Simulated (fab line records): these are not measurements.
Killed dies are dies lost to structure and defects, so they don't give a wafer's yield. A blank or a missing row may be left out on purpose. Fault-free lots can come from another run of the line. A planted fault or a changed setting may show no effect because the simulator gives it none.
Split-lot experiment    flow berkeley-cmos170    5 lots, 23 wafers read, on a route of 331 steps

## THE SPLIT
At UCB170_NSD_COAT_01 (resist thk 900 nm), the setting spin-rpm was moved away from the recipe's 1500 rpm on 11 of the 23 wafers read, by -5.3% to +4.9%. For the rest of the wafers, this setting stayed at what the recipe calls for.

The reading is taken at the split's own step.

## THE READING
KrF_of_NSD_COAT_01.thk-nm (the simulator's own value, which no gauge read), in nm, at UCB170_NSD_COAT_01 (resist thk 900 nm). There is no usual value for it anywhere in the file. Here, 12 wafers ran the recipe; their average is 901.2 nm with a standard deviation of 2.3 nm.

wafer   tool, chamber at the split  spin-rpm as run, rpm  against the recipe  KrF_of_NSD_COAT_01.thk-nm, nm  against lot-mates on the recipe
L076.1  litho-track-03, 0           1500                  recipe              904                            -
L076.2  litho-track-03, 0           1420                  -5.3%               928.9                          +26.2
L076.3  litho-track-03, 0           1420                  -5.3%               926.4                          +23.8
L076.4  litho-track-03, 0           1500                  recipe              901.3                          -
L076.6  litho-track-03, 0           1420                  -5.3%               927.8                          +25.1
L075.2  litho-track-02, 0           1500                  recipe              901.2                          -
L075.5  litho-track-02, 0           1500                  recipe              899.6                          -
L075.6  litho-track-02, 0           1500                  recipe              901.6                          -
L077.1  litho-track-03, 0           1573                  +4.9%               879.9                          -24.9
L077.3  litho-track-03, 0           1500                  recipe              905.6                          -
L077.4  litho-track-03, 0           1500                  recipe              904                            -
L077.5  litho-track-03, 0           1573                  +4.9%               883.5                          -21.3
L077.6  litho-track-03, 0           1573                  +4.9%               881.6                          -23.2
L078.1  litho-track-03, 0           1500                  recipe              901.5                          -
L078.2  litho-track-03, 0           1500                  recipe              898.7                          -
L078.3  litho-track-03, 0           1500                  recipe              897.7                          -
L078.4  litho-track-03, 0           1455                  -3.0%               916                            +16.7
L078.6  litho-track-03, 0           1455                  -3.0%               913.6                          +14.3
L085.1  litho-track-02, 0           1500                  recipe              900.1                          -
L085.2  litho-track-02, 0           1437                  -4.2%               920.9                          +21.4
L085.3  litho-track-02, 0           1437                  -4.2%               921.1                          +21.6
L085.4  litho-track-02, 0           1500                  recipe              899                            -
L085.6  litho-track-02, 0           1437                  -4.2%               918.2                          +18.7

FIT RESULTS
A straight line over all 23 wafers: KrF_of_NSD_COAT_01.thk-nm changes by -4.47 nm for each +1% of spin-rpm; r = -0.99; the points scatter about the line by 2.2 nm.
The same after taking each lot's own level away (the mean of its wafers on the recipe; 23 wafers): -4.79 nm for each +1%; r = -1.00; scatter 1.3 nm.
On that fit, the largest move of spin-rpm shifts the reading by 26 nm.
From 899.30 to 904.80 nm: that is the span of the lots' own levels, equal to 2.4 times the standard deviation above.
Hence the lot-to-lot level has little effect on the slope; both slopes agree.
Check: +25.5 nm against its lot-mates is what the line predicts for one of the wafers moved furthest among these (-5.3%) when that wafer is left out of the fit. Against them it came out at +26.2 nm.

## THE WHOLE CHAIN: every reading that the file lists as answering this split, in the file's order
step                 what it does       reading                                                                     change (the file's fit)               r (the file's)
UCB170_NSD_COAT_01   resist thk 900 nm  KrF_of_NSD_COAT_01.thk-nm (the simulator's own value, which no gauge read)  -4.81 nm for each +1% of the setting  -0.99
UCB170_NSD_STRIP_09  strips in O2       strip-time-to-endpoint-s                                                    withheld for each +1% of the setting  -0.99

## FILE'S OWN FIT
KrF_of_NSD_COAT_01.thk-nm changes by -4.81 nm for each +1% of spin-rpm, r = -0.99.
